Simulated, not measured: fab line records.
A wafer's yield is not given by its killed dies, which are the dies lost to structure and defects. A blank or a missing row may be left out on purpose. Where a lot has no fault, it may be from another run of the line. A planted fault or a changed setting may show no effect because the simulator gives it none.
Which tool did it? -- flow berkeleyCmos170 -- 14 lots with 42 wafers sampled at 4 steps, on a route of 331 steps

## WHAT THE GAUGES SHOWED, per wafer
UCB170_GATE_THK_MEAS_05.
lot,measured,on,GATE_POLY_THK (nm)
L111,day 6 21:23,filmMetro-01,211.6 210.6 211.9
L115,day 7 10:38,filmMetro-01,214.7 214.2 215.3
L114,day 7 10:39,filmMetro-04,213.7 213.2 215.4
L113,day 7 10:43,filmMetro-04,213.6 211.6 214.2
L116,day 8 01:52,filmMetro-02,211.6 211.9 210.9
L117,day 8 01:52,filmMetro-01,210.8 211.9 211.2
L118,day 8 09:57,filmMetro-01,211.1 211.1 211.6
L119,day 8 14:12,filmMetro-02,213.6 214.1 215.4
L126,day 10 04:26,filmMetro-04,214.6 212.6 212.7
L129,day 10 11:37,filmMetro-02,215.9 215.5 216.3
L128,day 10 11:39,filmMetro-01,210.9 209.8 210.7
L130,day 10 23:59,filmMetro-01,212.8 215.8 212.2
L134,day 11 15:25,filmMetro-01,214.5 215.1 213.5
L132,day 11 15:29,filmMetro-01,214.1 212.3 213.1

UCB170_NLDD_TW_MEAS_11.
lot,measured,on,NLDD_TW
L111,day 7 03:53,filmMetro-02,2203 2217 2227
L115,day 7 17:50,filmMetro-03,2226 2217 2230
L114,day 7 17:37,filmMetro-01,2203 2223 2215
L113,day 7 17:53,filmMetro-02,2209 2208 2223
L116,day 8 07:59,filmMetro-03,2230 2236 2233
L117,day 8 07:35,filmMetro-02,2227 2217 2214
L118,day 8 17:38,filmMetro-01,2223 2218 2205
L119,day 8 20:25,filmMetro-02,2218 2227 2223
L126,day 10 09:31,filmMetro-03,2233 2229 2233
L129,day 10 17:40,filmMetro-02,2215 2225 2226
L128,day 10 16:59,filmMetro-03,2232 2236 2243
L130,day 11 05:52,filmMetro-01,2233 2232 2234
L134,day 11 21:07,filmMetro-03,2215 2214 2210
L132,day 11 21:31,filmMetro-02,2218 2219 2213

UCB170_NSD_OVL_MEAS_07.
lot,measured,on,NSD_OVL (nm)
L111,day 7 13:13,overlay-01,-6 -7 -8
L115,day 8 03:08,overlay-01,7 4 -1
L114,day 8 03:32,overlay-02,-1 -6 -3
L113,day 8 03:25,overlay-02,2 -1 0
L116,day 8 20:32,overlay-02,-9 -2 -5
L117,day 8 20:15,overlay-02,-6 1 0
L118,day 9 01:47,overlay-02,-8 -4 -3
L119,day 9 02:04,overlay-01,-3 -7 -6
L126,day 10 20:25,overlay-01,4 9 7
L129,day 11 04:50,overlay-02,3 -2 -3
L128,day 11 04:34,overlay-02,-12 -10 -10
L130,day 11 13:01,overlay-01,-4 -9 -4
L134,day 12 08:07,overlay-02,-1 4 0
L132,day 12 08:46,overlay-02,-8 -8 -12

## TOOL THAT RAN EACH LOT (tool first, then ch and the chambers of the sampled wafers, then the start)
lot,UCB170_PSD_DEVELOP_05
L111,"lithoTrack-03 ch 0, day 7 10:00"
L115,"lithoTrack-03 ch 0, day 8 00:00"
L114,"lithoTrack-02 ch 0, day 8 00:00"
L113,"lithoTrack-01 ch 0, day 8 00:00"
L116,"lithoTrack-03 ch 0, day 8 15:00"
L117,"lithoTrack-03 ch 0, day 8 14:00"
L118,"lithoTrack-02 ch 0, day 9 00:00"
L119,"lithoTrack-03 ch 0, day 9 00:00"
L126,"lithoTrack-02 ch 0, day 10 17:00"
L129,"lithoTrack-02 ch 0, day 10 22:00"
L128,"lithoTrack-02 ch 0, day 10 22:00"
L130,"lithoTrack-02 ch 0, day 11 11:00"
L134,"lithoTrack-02 ch 0, day 12 04:00"
L132,"lithoTrack-03 ch 0, day 12 05:00"
- UCB170_PSD_DEVELOP_05: develop time 45 s.

## AS READ BY THE TOOLS THEMSELVES (means over the sampled wafers that have a number; for cases with no such wafer, the mark the record gives instead)
UCB170_PSD_DEVELOP_05.
lot,tool,developerTempC (C),exhaustPa (Pa)
L111,lithoTrack-03,21.07,45.1
L115,lithoTrack-03,20.99,45.0
L114,lithoTrack-02,20.96,45.8
L113,lithoTrack-01,21.10,45.0
L116,lithoTrack-03,18.82,45.1
L117,lithoTrack-03,20.90,45.1
L118,lithoTrack-02,21.07,43.8
L119,lithoTrack-03,18.88,44.6
L126,lithoTrack-02,20.88,43.8
L129,lithoTrack-02,21.11,45.2
L128,lithoTrack-02,21.05,45.5
L130,lithoTrack-02,20.95,44.7
L134,lithoTrack-02,20.93,45.5
L132,lithoTrack-03,21.01,45.5

## THE ANSWER, worked out from the rows above alone
Rule: usual is defined by the lots themselves. The widest of any qualifying gaps counts: lots, ordered by their means at a reading, are off when they make up no more than a third of the lots, leave a main group of 4 or more, and stand apart from it by 3 or more times the standard deviation of that group's means. If all means in a main group match to the digits the tables above print for the reading, that group is not used. A lot without any number at a reading at which 4 lots or more have one is off too. Where the step has rows for the other lots, those lots are counted as sound. Order of review: gauges by route order, followed by the tools' own readings, for which a lot's mean as printed above is used. At the first step where some lot is off, the reading lying furthest off is the one used; lots without a number count as furthest.
Off: L116, L119, at UCB170_PSD_DEVELOP_05 (developerTempC). The main group: mean 21.00 C, standard deviation 0.075.
If a tool, at that step or one of the process steps before it, ran each lot that is off and ran no sound lot following the first of them, it fits. Of those tried, none fits.

## WHAT THE SIMULATOR PUT IN
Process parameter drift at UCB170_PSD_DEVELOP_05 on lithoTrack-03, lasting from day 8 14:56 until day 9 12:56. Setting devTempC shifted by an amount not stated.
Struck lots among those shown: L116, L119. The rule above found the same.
